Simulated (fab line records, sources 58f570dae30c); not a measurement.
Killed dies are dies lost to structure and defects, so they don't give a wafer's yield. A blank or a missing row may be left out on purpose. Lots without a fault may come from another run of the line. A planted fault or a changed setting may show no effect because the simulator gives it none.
One fault seen from 2 desks | flow berkeley_cmos170 | each desk has only its own numbers; what lay behind them comes last

THE METROLOGY DESK
What the gauges read, lot by lot, whatever tool the lot ran on: means of the sampled wafers that have a number. A lot is out of limits, marked OUT, if its mean lies more than 4 standard deviations from the usual mean; the brackets give that distance.
Columns: A = GATE_OXIDE_THK at UCB170_GATE_THK_MEAS_02, usual 6.58 nm
lot  | first seen here | A
L753 | day 6 12:16     | 6.59
L754 | day 7 11:47     | 6.59
L755 | day 7 11:47     | 6.36
L756 | day 7 20:55     | 6.62
L758 | day 7 20:55     | 6.55
L757 | day 7 20:56     | 6.63
L760 | day 8 15:52     | 5.38 (-9.2) OUT
L759 | day 8 15:53     | 5.30 (-9.8) OUT
L762 | day 9 14:26     | 6.64
L768 | day 9 14:27     | 6.65
L772 | day 10 18:58    | 6.57
L775 | day 11 15:22    | 6.48
L774 | day 11 15:27    | 6.59
L776 | day 11 15:27    | 6.45
This desk's finding: out of limits on L759, L760; first on L760, day 8 15:52 (GATE_OXIDE_THK at UCB170_GATE_THK_MEAS_02). In limits: L753, L754, L755, L756, L758, L757, L762, L768, L772, L775, L774, L776.

THE TOOL OWNER'S DESK: furnace-02
The tool's own readings at UCB170_GATE_OXIDATION_01 (target thk 6.6 nm, ox time 1800 s): means of the sampled wafers that have a number, for each lot that ran on this tool. A lot is out of limits, marked OUT, if its mean lies more than 4 standard deviations from the usual mean; the brackets give that distance.
Columns: A = spike_tc_centre_C at UCB170_GATE_OXIDATION_01, usual 852.0 C; B = spike_tc_load_C at UCB170_GATE_OXIDATION_01, usual 877.2 C; C = spike_tc_source_C at UCB170_GATE_OXIDATION_01, usual 873 C; D = tube_center_temp_C at UCB170_GATE_OXIDATION_01, usual 850 C; E = tube_center_temp_C_max at UCB170_GATE_OXIDATION_01, usual 852.2
lot  | first seen here | A                | B                | C              | D                     | E
L756 | day 7 19:25     | 853.4            | 878.9            | 870            | 850                   | 852.2
L757 | day 7 19:25     | 854.0            | 878.6            | 870            | 850                   | 852.0
L758 | day 7 19:25     | 853.2            | 879.4            | 869            | 850                   | 852.5
L759 | day 8 14:22     | 839.3 (-7.1) OUT | 864.5 (-6.7) OUT | 855 (-4.6) OUT | 836 (-99 or more) OUT | 837.9 (-40) OUT
L760 | day 8 14:22     | 839.2 (-7.1) OUT | 865.4 (-6.2) OUT | 855 (-4.6) OUT | 836 (-99 or more) OUT | 838.2 (-39) OUT
L774 | day 11 13:52    | 854.2            | 877.8            | 869            | 850                   | 852.1
L775 | day 11 13:52    | 853.2            | 878.1            | 869            | 850                   | 851.8
L776 | day 11 13:52    | 854.1            | 878.6            | 869            | 850                   | 852.3
This desk's finding: out of limits on L759, L760; first on L759, day 8 14:22 (spike_tc_centre_C at UCB170_GATE_OXIDATION_01). In limits: L756, L757, L758, L774, L775, L776.

PUT TOGETHER
The tool owner's desk could have raised an alarm at day 8 14:22, on L759, L760.
The metrology desk could have raised an alarm at day 8 15:52, on L759, L760.
Of the lots named, all ran UCB170_GATE_OXIDATION_01 on furnace-02.

WHAT THE SIMULATOR HAD PUT IN
Process parameter drift: furnace-02, from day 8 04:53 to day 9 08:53, at UCB170_GATE_OXIDATION_01. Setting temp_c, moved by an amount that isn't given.
Lots struck among those shown: L759, L760.
Hours from the fault's start to each desk's first reading out of limits: the tool owner's desk, 9; the metrology desk, 11.
